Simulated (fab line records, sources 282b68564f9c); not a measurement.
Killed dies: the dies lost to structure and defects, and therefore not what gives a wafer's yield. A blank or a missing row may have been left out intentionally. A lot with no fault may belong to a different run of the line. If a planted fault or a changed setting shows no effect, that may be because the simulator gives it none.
A lot that was struck, set against a sound lot -- flow rit-cmos -- 20 out of 202 route steps
Sound: wafers L265.1, L265.5, L265.6. Wafers L277.1, L277.5, L277.6 were the ones struck. The cause is named last.
For every step that has rows: the tool of each side, followed by ch and its chambers, followed by its first start. Under that, the readings that differ: sound wafers -- struck wafers -- difference of the means -- sigmas: that difference in standard deviations of wafers without a fault.
alike: readings whose means differ by less than 2 such deviations, and words and numbers that are the same on both sides. not compared: withheld readings, readings that some wafer has no value for, bounds like >300 that may hide the same value, and numbers for which the record gives no deviation and whose values overlap.
A row with sigmas, a row that says differs or no value, or rows on one side alone: a step with any of these is where the two part. Numbers that have no deviation but don't overlap get no sigmas and don't part them. Lack of a reading on every wafer of one side parts them only where that side has two or more wafers.

first, 4 steps without rows for these wafers: RIT_ACTIVE_SOFTBAKE_07 (time 60 s); RIT_ACTIVE_EXPOSE_08 (exposes mask M1, target cd 1400 nm); RIT_ACTIVE_PEB_09; RIT_ACTIVE_DEVELOP_10 (develop time 50 s).
RIT_ACTIVE_CD_MEAS_11: target cd 1400 nm.
  sound: cd-sem-02 at day 2 01:29; struck: cd-sem-01 at day 4 12:52
  alike: cd-nm
then, 1 step without rows for these wafers: RIT_ACTIVE_HARDBAKE_12 (time 60 s).
RIT_ACTIVE_ETCH_13: etches Si3N4 in SF6, stops on SiO2, time 205.4 s, target depth 210 nm.
  sound on rie-diel-01 ch 1,2,3, day 2 01:45; struck on rie-diel-03 ch 0,1,3, day 4 13:08
  alike: drypump-motor-current-A, oes-product-au, rf-fwd-power-W, throttle-valve-pct
  not compared: rf-hours-counter-h
RIT_ACTIVE_STRIP_14: strips in O2, time 180 s.
  sound on plasma-asher-01 ch 0,1, day 2 01:53; struck on plasma-asher-04 ch 0,1, day 4 13:16
  alike: drypump-motor-current-A, rf-refl-power-W
  not compared: rf-hours-counter-h
RIT_ACTIVE_CD_MEAS_90: target cd 1400 nm.
  sound: cd-sem-02 at day 2 02:04; struck: cd-sem-02 at day 4 13:27
  alike: cd-nm
then, 3 steps without rows for these wafers: RIT_ACTIVE_CLEAN_15 (cleans in SC1, time 600 s); RIT_ACTIVE_CLEAN_16 (cleans in dHF, time 30 s); RIT_ACTIVE_CLEAN_17 (cleans in SC2, time 600 s).
RIT_FOX1_OXIDATION_00: target thk 350.7 nm, ox time 1130 s.
  sound on furnace-01 ch 0, day 2 02:33; struck on furnace-03 ch 0, day 4 18:28
reading,sound,struck,difference,sigmas
model.SiO2_of_FOX1_OXIDATION_00.thk-nm (nm),340.4 338.3 332.6,217 220.8 218.2,-118,
model.Si3N4_of_ACTIVE_CVD_03.thk-nm (nm),142.9 142 142.2,146.9 145.9 145.7,+3.8,
RIT_FOX1_THK_MEAS_01:
  sound: film-metro-02 at day 2 03:52; struck: film-metro-02 at day 4 19:47
reading,sound,struck,difference,sigmas
FOX1_OXIDE_THK (nm),341 338 332,217 221 218,-118,-20
then, 2 steps without rows for these wafers: RIT_FOX1_WET_ETCH_02 (etches SiO2 in BOE, target depth 350 nm, time 390 s); RIT_FOX2_OXIDATION_00 (target thk 350.7 nm, ox time 1130 s).
RIT_FOX2_THK_MEAS_01:
  sound: film-metro-01 at day 2 06:55; struck: film-metro-01 at day 5 01:35
  alike: FOX2_OXIDE_THK
RIT_FOX2_CLEAN_02: cleans in dHF, time 180 s.
  sound on wet-bench-01 ch 1, day 2 06:59; struck on wet-bench-04 ch 1, day 5 01:38
reading,sound,struck,difference,sigmas
model.Si3N4_of_ACTIVE_CVD_03.thk-nm (nm),131.2 130.3 130.5,135.2 134.2 134,+3.8,
then, 1 step without rows for these wafers: RIT_FOX2_WET_ETCH_03 (etches Si3N4 in H3PO4, target depth 195 nm, time 2700 s).
-- the record jumps here: 2 days lie between the struck wafers' starts before and after (it left off in module FOX2 and takes up again in module M1, whose first step shown is number 202 of the route) --
RIT_M1_PROBE_99:
  sound: prober-02 at day 4 00:34; struck: prober-01 at day 7 06:11
reading,sound,struck,difference,sigmas
model.etest.pplus-sal.width-nm (nm),3467 3484 3462,3602 3603 3612,+135,
model.etest.nplus-sal.width-nm (nm),3441 3452 3473,3581 3593 3626,+145,
model.etest.nldd.width-nm (nm),3195 3177 3191,3279 3288 3297,+100,
model.etest.pldd.width-nm (nm),3175 3174 3189,3291 3298 3287,+113,
model.etest.nmos-narrow.drive-ua-um,229.1 237.6 231.3,249.6 253.2 259.5,+21.4,
model.etest.pmos-narrow.drive-ua-um,100.8 104.7 102.4,111.2 112.6 115.1,+10.3,
model.etest.field-p-metal.vt-v (V),-28.75 -28.9 -28.55,-31 -30.89 -31.18,-2,
model.etest.field-p.vt-v (V),-12.67 -12.57 -12.58,-13.54 -13.63 -13.44,-0.93,
  alike: killed-at-contacts, killed-at-front-end, killed-dies, killed-open, killed-short

WHERE THEY PART
Only at RIT_FOX1_THK_MEAS_01, within this record. Later steps at which nothing parts them and some readings are alike: RIT_FOX2_THK_MEAS_01, RIT_M1_PROBE_99.

WHY: whatever the simulator had introduced
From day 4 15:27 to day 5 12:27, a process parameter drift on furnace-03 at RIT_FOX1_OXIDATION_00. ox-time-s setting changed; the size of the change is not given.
